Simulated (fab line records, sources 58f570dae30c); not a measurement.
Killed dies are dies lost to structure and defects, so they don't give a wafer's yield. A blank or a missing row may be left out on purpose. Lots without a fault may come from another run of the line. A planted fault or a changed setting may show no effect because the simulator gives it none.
fab line records	flow berkeley-cmos170	part 1 of 2: steps 1 to 27 of 38
record lots=5	wafers=15	last-day=13
route steps=331 shown CONTACT@225 M1@238 V1@254
lots that met no fault: from a run of the same line without faults
start-h: hours from the record's first day to the start of the lot's first wafer shown	wait-h: hours from the lot's prior step to this one	" identical to the entry in the row above	L1.1+2: a single row standing in for several wafers	- no value present, or no start provided	* or withheld: withheld	< > ~ a bound
route shown NAME@n: NAME is a module with steps in the file, n the number in the route of the first one	usual: the fault-free wafers' mean and standard deviation	same: alike in all rows	chamber/n: place in a boat	sites: each site's reading	_std_site: how widely they spread, as a standard deviation	_edge_site: the outer-site mean with the inner-site mean subtracted	radius-mm: for every site, how far away it sits from the centre of the wafer	mask NAME#n: copy n	behind: the last tool/chamber to shape the wafer	hold: reason for holding the lot/hours on hold/outcome of the hold	device: the transistor (n, p or np) that didn't switch	end of line: the same wafers' tests at the end of the route	a step given without rows: its recipe and nothing more	killed: dies that structure and defects cost at the first sort, which is not the same as the wafer's yield	map: a wafer's dies, x killed, . not, _ none there
set.NAME: the setting the step ran with; set.NAME@STEP: the setting that earlier step ran with	model.NAME: the simulator's own value behind a step, which no gauge read
lots at some steps of the route; a table a step, a row a wafer
services: the hour from which a tool's chamber was out of use, counted from the record's first day as start-h (under 0 if before that day), plus the number of hours and why
## steps
# step UCB170_CONTACT_COAT_09
# recipe resist=BARC	temp-c=withheld	time-s=withheld	spin-rpm=3000	resist-thk-nm=withheld
lot.wafer	tool	chamber	start-h	wait-h
L074.2+3+6	litho-track-01	0	164.26	0.2
L076.1+2+4	litho-track-04	0	182.72	0.1
L082.1+2+6	litho-track-01	0	206.81	0.1
L089.1+3+5	litho-track-01	0	252.93	0.1
L094.2+3+6	litho-track-01	0	301.42	0.1
# step UCB170_CONTACT_COAT_10
# recipe resist=KrF	spin-rpm=1500	resist-thk-nm=900
lot.wafer	tool	chamber	start-h	wait-h
L074.2+3+6	litho-track-01	0	-	-
L076.1+2+4	litho-track-04	0	-	-
L082.1+2+6	litho-track-01	0	-	-
L089.1+3+5	litho-track-01	0	-	-
L094.2+3+6	litho-track-01	0	-	-
# step UCB170_CONTACT_SOFTBAKE_11
# recipe resist=KrF	temp-c=130	time-s=60
lot.wafer	tool	chamber	start-h	wait-h
L074.2+3+6	litho-track-01	0	-	-
L076.1+2+4	litho-track-04	0	-	-
L082.1+2+6	litho-track-01	0	-	-
L089.1+3+5	litho-track-01	0	-	-
L094.2+3+6	litho-track-01	0	-	-
# step UCB170_CONTACT_EXPOSE_12
# recipe mask-id=CONT	target-cd-nm=700	na=0.5	sigma-outer=0.6	source-shape=conventional	dose-mj=35
# usual focus-offset-nm=-0.1/0.51
# same na=0.5
lot.wafer	tool	chamber	start-h	wait-h	mask	focus-offset-nm
L074.2	krf-scanner-02	0	164.83	-	CONT#0	0.5
L074.3	"	0	"	"	CONT#0	0.2
L074.6	"	0	"	"	CONT#0	0.5
L076.1	krf-scanner-01	0	183.30	-	CONT#0	-0.8
L076.2	"	0	"	"	CONT#0	-0.2
L076.4	"	0	"	"	CONT#0	-1.4
L082.1	krf-scanner-02	0	207.26	-	CONT#0	-0.3
L082.2	"	0	"	"	CONT#0	-0.3
L082.6	"	0	"	"	CONT#0	-0.3
L089.1	krf-scanner-02	0	253.38	-	CONT#0	0.2
L089.3	"	0	"	"	CONT#0	-0.5
L089.5	"	0	"	"	CONT#0	-0.3
L094.2	krf-scanner-01	0	301.99	-	CONT#0	0.7
L094.3	"	0	"	"	CONT#0	0.2
L094.6	"	0	"	"	CONT#0	-0.3
# step UCB170_CONTACT_PEB_13
# recipe peb-temp-c=130	peb-time-s=withheld	resist=KrF
lot.wafer	tool	chamber	start-h	wait-h
L074.2+3+6	litho-track-03	0	165.21	0.4
L076.1+2+4	litho-track-04	0	183.42	0.1
L082.1+2+6	litho-track-04	0	207.66	0.4
L089.1+3+5	litho-track-04	0	253.50	0.1
L094.2+3+6	litho-track-04	0	302.11	0.1
# step UCB170_CONTACT_DEVELOP_14
# recipe developer=TMAH	develop-time-s=45	resist=KrF	dev-temp-c=21
# same develop-time-s=45
lot.wafer	tool	chamber	start-h	wait-h
L074.2+3+6	litho-track-03	0	-	-
L076.1+2+4	litho-track-04	0	-	-
L082.1+2+6	litho-track-04	0	-	-
L089.1+3+5	litho-track-04	0	-	-
L094.2+3+6	litho-track-04	0	-	-
# step UCB170_CONTACT_CD_MEAS_15
# recipe target-cd-nm=700
# usual cd-nm=700.3/1.5
lot.wafer	tool	chamber	start-h	wait-h	cd-nm
L074.2	cd-sem-02	-	165.48	-	701.4
L074.3	"	-	"	"	703.1
L074.6	"	-	"	"	703.9
L076.1	cd-sem-02	-	183.69	-	698.6
L076.2	"	-	"	"	699.4
L076.4	"	-	"	"	698.9
L082.1	cd-sem-01	-	207.93	-	700.9
L082.2	"	-	"	"	701.4
L082.6	"	-	"	"	700.9
L089.1	cd-sem-02	-	253.77	-	698.9
L089.3	"	-	"	"	697.9
L089.5	"	-	"	"	696.9
L094.2	cd-sem-02	-	302.38	-	698.3
L094.3	"	-	"	"	697.8
L094.6	"	-	"	"	698.1
# step UCB170_CONTACT_OVL_MEAS_16
# usual CONTACT_OVL=-2/6.2
lot.wafer	tool	chamber	start-h	wait-h	CONTACT_OVL[nm]
L074.2	overlay-01	-	165.58	0.1	4
L074.3	"	-	"	"	-2
L074.6	"	-	"	"	10
L076.1	overlay-01	-	183.81	0.1	-2
L076.2	"	-	"	"	-1
L076.4	"	-	"	"	-1
L082.1	overlay-02	-	208.05	0.1	2
L082.2	"	-	"	"	-10
L082.6	"	-	"	"	1
L089.1	overlay-01	-	253.89	0.1	-15
L089.3	"	-	"	"	-4
L089.5	"	-	"	"	-11
L094.2	overlay-02	-	302.49	0.1	6
L094.3	"	-	"	"	-1
L094.6	"	-	"	"	8
# step UCB170_CONTACT_ETCH_17
# recipe chemistry=N2/H2	target-depth-a=withheld	overetch-a=withheld	target=BARC	time-s=withheld	source-w=500	bias-w=100	pressure-mtorr=30	n2-flow-sccm=100	h2-flow-sccm=200
# usual bias-w=100.01/0.3	drypump-motor-current-A=5.7/0.38	oes-product-au=1.001/0.022	rf-fwd-power-W=495.1/2.1	throttle-valve-pct=13.32/0.16
lot.wafer	tool	chamber	start-h	wait-h	bias-w	drypump-motor-current-A	oes-product-au	rf-fwd-power-W	throttle-valve-pct
L074.2	rie-diel-01	0	165.61	0.0	100.59	5.8	1.014	492.7	13.34
L074.3	"	3	"	"	100.09	6.1	1.031	495.5	12.96
L074.6	"	1	"	"	100.27	5.8	0.962	495.0	13.27
L076.1	rie-diel-01	0	183.85	0.0	100.32	5.8	1.020	494.2	13.36
L076.2	"	1	"	"	99.70	5.9	0.971	496.9	13.29
L076.4	"	2	"	"	99.81	5.7	1.003	493.0	13.29
L082.1	rie-diel-01	0	208.09	0.0	100.15	5.8	1.008	494.1	13.36
L082.2	"	3	"	"	99.86	6.1	1.042	496.2	12.95
L082.6	"	0	"	"	99.72	5.8	1.009	493.6	13.35
L089.1	rie-diel-01	3	253.93	0.0	99.83	6.1	1.030	495.0	12.94
L089.3	"	2	"	"	100.22	5.7	1.001	493.2	13.30
L089.5	"	3	"	"	100.14	6.1	1.034	496.7	12.95
L094.2	rie-diel-03	3	302.52	0.0	99.96	5.7	1.001	492.4	13.55
L094.3	"	0	"	"	100.21	6.0	1.004	492.8	13.31
L094.6	"	1	"	"	99.51	5.4	1.014	495.8	13.37
# step UCB170_CONTACT_ETCH_18
# recipe chemistry=CHF3/CF4/Ar	target=PSG	stop-on=TiSi2	CHF3_flow_sccm=45	cf4-flow-sccm=15	Ar_flow_sccm=150	pressure-mtorr=200	rf-w=724.1	target-depth-a=8400	over-etch-frac=0.2	time-s=195
# usual drypump-motor-current-A=5.7/0.38	oes-product-au=0.897/0.015	rf-fwd-power-W=721.6/2.1	throttle-valve-pct=6.93/0.1
# same over-etch-frac=0.2
lot.wafer	tool	chamber	start-h	wait-h	drypump-motor-current-A	oes-product-au	rf-fwd-power-W	rf-hours-counter-h	throttle-valve-pct
L074.2	rie-diel-01	0	-	-	5.8	0.909	720.5	64	6.94
L074.3	"	3	"	"	6.1	0.916	723.4	6	6.71
L074.6	"	1	"	"	5.8	0.888	718.8	-	7.05
L076.1	rie-diel-01	0	-	-	5.8	0.912	724.2	65	6.96
L076.2	"	1	"	"	5.9	0.881	718.1	145	7.05
L076.4	"	2	"	"	5.7	0.893	718.1	2	6.86
L082.1	rie-diel-01	0	-	-	5.8	0.908	719.2	66	6.97
L082.2	"	3	"	"	6.1	0.918	722.5	8	6.70
L082.6	"	0	"	"	5.8	0.914	721.4	-	6.95
L089.1	rie-diel-01	3	-	-	6.2	0.919	722.8	10	6.70
L089.3	"	2	"	"	5.7	0.900	722.7	5	6.87
L089.5	"	3	"	"	6.2	0.913	721.8	-	6.71
L094.2	rie-diel-03	3	-	-	5.7	0.895	719.3	5	7.04
L094.3	"	0	"	"	6.0	0.893	721.9	27	6.93
L094.6	"	1	"	"	5.4	0.902	720.3	-	6.94
# step UCB170_CONTACT_STRIP_19
# recipe chemistry=O2	power-w=400	pressure-mtorr=3500	platen-temp-c=withheld	o2-flow-sccm=400	overash-fraction=0.5
# usual drypump-motor-current-A=5.7/0.61	oes-product-au=0.725/0.0043
lot.wafer	tool	chamber	start-h	wait-h	drypump-motor-current-A	oes-product-au	rf-hours-counter-h
L074.2	plasma-asher-03	0	165.78	-	5.0	0.722	44
L074.3	"	1	"	"	6.6	0.723	-
L074.6	"	0	"	"	5.0	0.729	-
L076.1	plasma-asher-04	0	184.01	-	5.4	0.731	46
L076.2	"	1	"	"	5.8	0.719	46
L076.4	"	0	"	"	5.4	0.723	-
L082.1	plasma-asher-03	0	208.26	-	5.0	0.723	49
L082.2	"	1	"	"	6.6	0.728	49
L082.6	"	1	"	"	6.5	0.730	-
L089.1	plasma-asher-01	1	254.09	-	6.2	0.725	53
L089.3	"	0	"	"	4.8	0.720	-
L089.5	"	1	"	"	6.2	0.724	-
L094.2	plasma-asher-03	1	302.69	-	6.5	0.724	58
L094.3	"	1	"	"	6.6	0.723	-
L094.6	"	0	"	"	5.0	0.728	-
# step UCB170_CONTACT_CD_MEAS_90
# recipe target-cd-nm=700
# usual cd-nm=700.2/1.8
lot.wafer	tool	chamber	start-h	wait-h	cd-nm
L074.2	cd-sem-02	-	165.90	0.1	703.0
L074.3	"	-	"	"	703.8
L074.6	"	-	"	"	704.2
L076.1	cd-sem-01	-	184.11	0.1	700.9
L076.2	"	-	"	"	701.0
L076.4	"	-	"	"	699.3
L082.1	cd-sem-01	-	208.37	0.1	702.7
L082.2	"	-	"	"	702.6
L082.6	"	-	"	"	702.7
L089.1	cd-sem-02	-	254.19	0.1	699.2
L089.3	"	-	"	"	697.8
L089.5	"	-	"	"	697.8
L094.2	cd-sem-02	-	302.81	0.1	699.0
L094.3	"	-	"	"	697.7
L094.6	"	-	"	"	698.2
# step UCB170_CONTACT_CLEAN_20
# recipe chemistry=SPM	temp-c=120	time-s=600
lot.wafer	tool	chamber	start-h	wait-h
L074.2+3+6	wet-bench-02	0	166.00	0.1
L076.1+2+4	wet-bench-03	1	184.23	0.1
L082.1+2+6	wet-bench-03	3	208.49	0.1
L089.1+3+5	wet-bench-03	3	254.31	0.1
L094.2+3+6	wet-bench-03	0	302.91	0.1
# step UCB170_M1_SPUTTER_00
# recipe material=Al	target-thk-nm=600	time-s=80	power-w=6000	chamber-pressure-pa=0.5
# usual throttle-valve-pct=30.4/1.1
lot.wafer	tool	chamber	start-h	wait-h	throttle-valve-pct
L074.2	pvd-sputter-04	-	166.17	0.0	30.4
L074.3	"	-	"	"	30.4
L074.6	"	-	"	"	29.9
L076.1	pvd-sputter-04	-	184.41	0.0	30.0
L076.2	"	-	"	"	29.6
L076.4	"	-	"	"	28.1
L082.1	pvd-sputter-02	-	208.67	0.0	30.3
L082.2	"	-	"	"	33.0
L082.6	"	-	"	"	30.0
L089.1	pvd-sputter-01	-	254.49	0.0	29.7
L089.3	"	-	"	"	31.6
L089.5	"	-	"	"	31.6
L094.2	pvd-sputter-02	-	303.11	0.0	30.0
L094.3	"	-	"	"	33.1
L094.6	"	-	"	"	30.4
# step UCB170_M1_RS_MEAS_01
# recipe thk-meas-gauge=four-point-probe	reads=Al_of_M1_SPUTTER_00
# usual M1_AL_RS=0.0486/0.00073
lot.wafer	tool	chamber	start-h	wait-h	M1_AL_RS[ohm/sq]
L074.2	film-metro-04	-	166.26	0.1	0.0492
L074.3	"	-	"	"	0.0491
L074.6	"	-	"	"	0.0490
L076.1	film-metro-02	-	184.47	0.0	0.0481
L076.2	"	-	"	"	0.0485
L076.4	"	-	"	"	0.0475
L082.1	film-metro-03	-	208.73	0.0	0.0493
L082.2	"	-	"	"	0.0470
L082.6	"	-	"	"	0.0481
L089.1	film-metro-02	-	254.56	0.0	0.0479
L089.3	"	-	"	"	0.0496
L089.5	"	-	"	"	0.0492
L094.2	film-metro-04	-	303.20	0.1	0.0485
L094.3	"	-	"	"	0.0476
L094.6	"	-	"	"	0.0490
# step UCB170_M1_THK_MEAS_02
# recipe thk-meas-gauge=xrf	reads=Al_of_M1_SPUTTER_00
# usual M1_AL_THK=602/9
lot.wafer	tool	chamber	start-h	wait-h	M1_AL_THK[nm]
L074.2	film-metro-04	-	166.37	0.1	603
L074.3	"	-	"	"	599
L074.6	"	-	"	"	602
L076.1	film-metro-02	-	184.59	0.1	609
L076.2	"	-	"	"	600
L076.4	"	-	"	"	614
L082.1	film-metro-03	-	208.85	0.1	596
L082.2	"	-	"	"	621
L082.6	"	-	"	"	610
L089.1	film-metro-02	-	254.68	0.1	605
L089.3	"	-	"	"	584
L089.5	"	-	"	"	591
L094.2	film-metro-04	-	303.31	0.1	602
L094.3	"	-	"	"	612
L094.6	"	-	"	"	599
# step UCB170_M1_COAT_03
# recipe resist=BARC	temp-c=withheld	time-s=withheld	spin-rpm=3000	resist-thk-nm=withheld
lot.wafer	tool	chamber	start-h	wait-h
L074.2+3+6	litho-track-02	0	166.44	0.1
L076.1+2+4	litho-track-02	0	184.68	0.1
L082.1+2+6	litho-track-02	0	209.51	0.6
L089.1+3+5	litho-track-02	0	254.74	0.1
L094.2+3+6	litho-track-02	0	303.39	0.1
# step UCB170_M1_COAT_04
# recipe resist=KrF	spin-rpm=1500	resist-thk-nm=900
lot.wafer	tool	chamber	start-h	wait-h
L074.2+3+6	litho-track-02	0	-	-
L076.1+2+4	litho-track-02	0	-	-
L082.1+2+6	litho-track-02	0	-	-
L089.1+3+5	litho-track-02	0	-	-
L094.2+3+6	litho-track-02	0	-	-
# step UCB170_M1_SOFTBAKE_05
# recipe resist=KrF	temp-c=130	time-s=60
lot.wafer	tool	chamber	start-h	wait-h
L074.2+3+6	litho-track-02	0	-	-
L076.1+2+4	litho-track-02	0	-	-
L082.1+2+6	litho-track-02	0	-	-
L089.1+3+5	litho-track-02	0	-	-
L094.2+3+6	litho-track-02	0	-	-
# step UCB170_M1_EXPOSE_06
# recipe mask-id=METAL1	target-cd-nm=700	na=0.5	sigma-outer=0.6	source-shape=conventional	dose-mj=21
# usual focus-offset-nm=0.1/0.55
# same na=0.5
lot.wafer	tool	chamber	start-h	wait-h	mask	focus-offset-nm
L074.2	krf-scanner-02	0	167.01	-	METAL1#0	0.2
L074.3	"	0	"	"	METAL1#0	0.7
L074.6	"	0	"	"	METAL1#0	0.3
L076.1	krf-scanner-02	0	185.13	-	METAL1#0	0.6
L076.2	"	0	"	"	METAL1#0	0.2
L076.4	"	0	"	"	METAL1#0	-0.4
L082.1	krf-scanner-01	0	209.96	-	METAL1#0	0.1
L082.2	"	0	"	"	METAL1#0	0.2
L082.6	"	0	"	"	METAL1#0	0.6
L089.1	krf-scanner-01	0	255.31	-	METAL1#0	0.7
L089.3	"	0	"	"	METAL1#0	0.2
L089.5	"	0	"	"	METAL1#0	-0.3
L094.2	krf-scanner-01	0	303.83	-	METAL1#0	-0.6
L094.3	"	0	"	"	METAL1#0	-0.7
L094.6	"	0	"	"	METAL1#0	0.4
# step UCB170_M1_PEB_07
# recipe peb-temp-c=130	peb-time-s=withheld	resist=KrF
lot.wafer	tool	chamber	start-h	wait-h
L074.2+3+6	litho-track-03	0	167.13	0.1
L076.1+2+4	litho-track-03	0	185.25	0.1
L082.1+2+6	litho-track-02	0	210.96	1.0
L089.1+3+5	litho-track-03	0	255.60	0.3
L094.2+3+6	litho-track-01	0	303.95	0.1
# step UCB170_M1_DEVELOP_08
# recipe developer=TMAH	develop-time-s=45	resist=KrF	dev-temp-c=21
# same develop-time-s=45
lot.wafer	tool	chamber	start-h	wait-h
L074.2+3+6	litho-track-03	0	-	-
L076.1+2+4	litho-track-03	0	-	-
L082.1+2+6	litho-track-02	0	-	-
L089.1+3+5	litho-track-03	0	-	-
L094.2+3+6	litho-track-01	0	-	-
# step UCB170_M1_CD_MEAS_09
# recipe target-cd-nm=700
# usual cd-nm=700.0/1.3
lot.wafer	tool	chamber	start-h	wait-h	cd-nm
L074.2	cd-sem-02	-	167.40	-	698.8
L074.3	"	-	"	"	697.4
L074.6	"	-	"	"	699.3
L076.1	cd-sem-02	-	185.52	-	699.9
L076.2	"	-	"	"	699.7
L076.4	"	-	"	"	700.1
L082.1	cd-sem-02	-	211.23	-	701.9
L082.2	"	-	"	"	700.7
L082.6	"	-	"	"	700.3
L089.1	cd-sem-02	-	255.88	-	700.7
L089.3	"	-	"	"	699.2
L089.5	"	-	"	"	699.4
L094.2	cd-sem-02	-	304.22	-	700.8
L094.3	"	-	"	"	700.4
L094.6	"	-	"	"	699.6
# step UCB170_M1_OVL_MEAS_10
# usual M1_OVL=-3/5.6
lot.wafer	tool	chamber	start-h	wait-h	M1_OVL[nm]
L074.2	overlay-02	-	167.51	0.1	-3
L074.3	"	-	"	"	-3
L074.6	"	-	"	"	-12
L076.1	overlay-01	-	185.64	0.1	-1
L076.2	"	-	"	"	-4
L076.4	"	-	"	"	-10
L082.1	overlay-02	-	211.35	0.1	1
L082.2	"	-	"	"	-9
L082.6	"	-	"	"	-13
L089.1	overlay-01	-	256.00	0.1	0
L089.3	"	-	"	"	-11
L089.5	"	-	"	"	-5
L094.2	overlay-02	-	304.33	0.1	-4
L094.3	"	-	"	"	1
L094.6	"	-	"	"	-8
# step UCB170_M1_ETCH_11
# recipe chemistry=N2/H2	target-depth-a=withheld	overetch-a=withheld	target=BARC	time-s=withheld	source-w=500	bias-w=100	pressure-mtorr=30	n2-flow-sccm=100	h2-flow-sccm=200
# usual bias-w=100.0/0.32	drypump-motor-current-A=5.7/0.34	oes-product-au=0.998/0.026	rf-fwd-power-W=495.3/1.8	throttle-valve-pct=13.33/0.17
lot.wafer	tool	chamber	start-h	wait-h	bias-w	drypump-motor-current-A	oes-product-au	rf-fwd-power-W	throttle-valve-pct
L074.2	rie-diel-02	3	167.54	0.0	99.9	6.1	1.015	495.9	13.36
L074.3	"	2	"	"	100.1	6.0	0.957	498.3	13.49
L074.6	"	1	"	"	100.3	5.3	0.993	497.2	13.19
L076.1	rie-diel-04	0	185.68	0.0	99.8	5.7	0.967	496.3	12.98
L076.2	"	1	"	"	100.5	5.9	0.969	495.0	13.16
L076.4	"	2	"	"	100.3	6.0	1.045	496.7	13.40
L082.1	rie-diel-02	3	211.39	0.0	100.1	6.1	1.013	496.9	13.34
L082.2	"	1	"	"	100.0	5.3	1.001	496.7	13.19
L082.6	"	0	"	"	100.1	5.2	0.983	495.6	13.53
L089.1	rie-diel-04	0	256.03	0.0	99.6	5.7	0.988	493.4	12.98
L089.3	"	1	"	"	100.3	5.9	0.972	496.5	13.15
L089.5	"	2	"	"	99.5	6.0	1.038	492.6	13.40
L094.2	rie-diel-04	1	304.36	0.0	99.9	5.8	0.975	494.1	13.14
L094.3	"	0	"	"	100.1	5.7	0.983	496.1	12.99
L094.6	"	1	"	"	100.3	5.9	0.969	496.0	13.15
# step UCB170_M1_METAL_ETCH_12
# recipe chemistry=Cl2/BCl3	target=Al	stop-on=PSG	pressure-mtorr=12	target-depth-a=7800	over-etch-frac=0.3	time-s=130	icp-w=600	bias-w=120	Cl2_flow_sccm=90	bcl3-flow-sccm=45
# usual bias-w=120.0/0.35	drypump-motor-current-A=5.55/0.25	mfc-cl2-sccm=89.99/0.29	oes-product-au=0.852/0.014	rf-fwd-power-W=597.6/1.7	throttle-valve-pct=24.38/0.22
# same over-etch-frac=0.3
lot.wafer	tool	chamber	start-h	wait-h	bias-w	drypump-motor-current-A	mfc-cl2-sccm	oes-product-au	rf-fwd-power-W	rf-hours-counter-h	throttle-valve-pct
L074.2	rie-metal-04	0	167.58	-	120.0	5.22	89.63	0.835	595.7	7	24.21
L074.3	"	1	"	"	120.1	5.77	90.08	0.839	598.2	-	24.32
L074.6	"	1	"	"	120.0	5.78	90.03	0.845	595.6	-	24.31
L076.1	rie-metal-04	1	185.72	-	119.9	5.80	90.03	0.849	600.8	1	24.31
L076.2	"	0	"	"	120.0	5.23	90.28	0.838	598.1	7	24.21
L076.4	"	0	"	"	120.2	5.23	90.00	0.846	598.2	-	24.19
L082.1	rie-metal-04	1	211.43	-	120.0	5.74	89.64	0.841	593.9	2	24.31
L082.2	"	0	"	"	119.3	5.24	90.23	0.859	595.1	8	24.20
L082.6	"	1	"	"	119.5	5.77	89.90	0.854	595.3	-	24.30
L089.1	rie-metal-04	1	256.08	-	120.0	5.75	89.75	0.856	600.0	3	24.30
L089.3	"	0	"	"	119.5	5.24	90.13	0.828	598.6	-	24.20
L089.5	"	0	"	"	119.3	5.24	90.15	0.832	597.9	-	24.19
L094.2	rie-metal-04	0	304.40	-	120.4	5.24	89.63	0.839	599.2	10	24.21
L094.3	"	0	"	"	120.0	5.23	90.07	0.855	601.4	-	24.19
L094.6	"	0	"	"	120.0	5.23	89.58	0.831	597.7	-	24.19
# step UCB170_M1_STRIP_13
# recipe chemistry=O2	power-w=400	pressure-mtorr=3500	platen-temp-c=withheld	o2-flow-sccm=400	overash-fraction=0.5
# usual drypump-motor-current-A=5.7/0.53	oes-product-au=0.720/0.0047
lot.wafer	tool	chamber	start-h	wait-h	drypump-motor-current-A	oes-product-au	rf-hours-counter-h
L074.2	plasma-asher-02	1	167.71	0.1	5.5	0.723	4
L074.3	"	0	"	"	6.6	0.725	-
L074.6	"	1	"	"	5.4	0.718	-
L076.1	plasma-asher-04	1	185.85	0.1	5.7	0.716	46
L076.2	"	0	"	"	5.4	0.719	46
L076.4	"	0	"	"	5.4	0.723	-
L082.1	plasma-asher-04	0	211.56	0.1	5.4	0.716	49
L082.2	"	1	"	"	5.8	0.716	49
L082.6	"	0	"	"	5.4	0.713	-
L089.1	plasma-asher-01	1	256.21	0.1	6.2	0.725	53
L089.3	"	1	"	"	6.2	0.725	-
L089.5	"	1	"	"	6.2	0.731	-
L094.2	plasma-asher-02	1	304.53	0.1	5.5	0.724	17
L094.3	"	0	"	"	6.6	0.728	-
L094.6	"	0	"	"	6.5	0.732	-
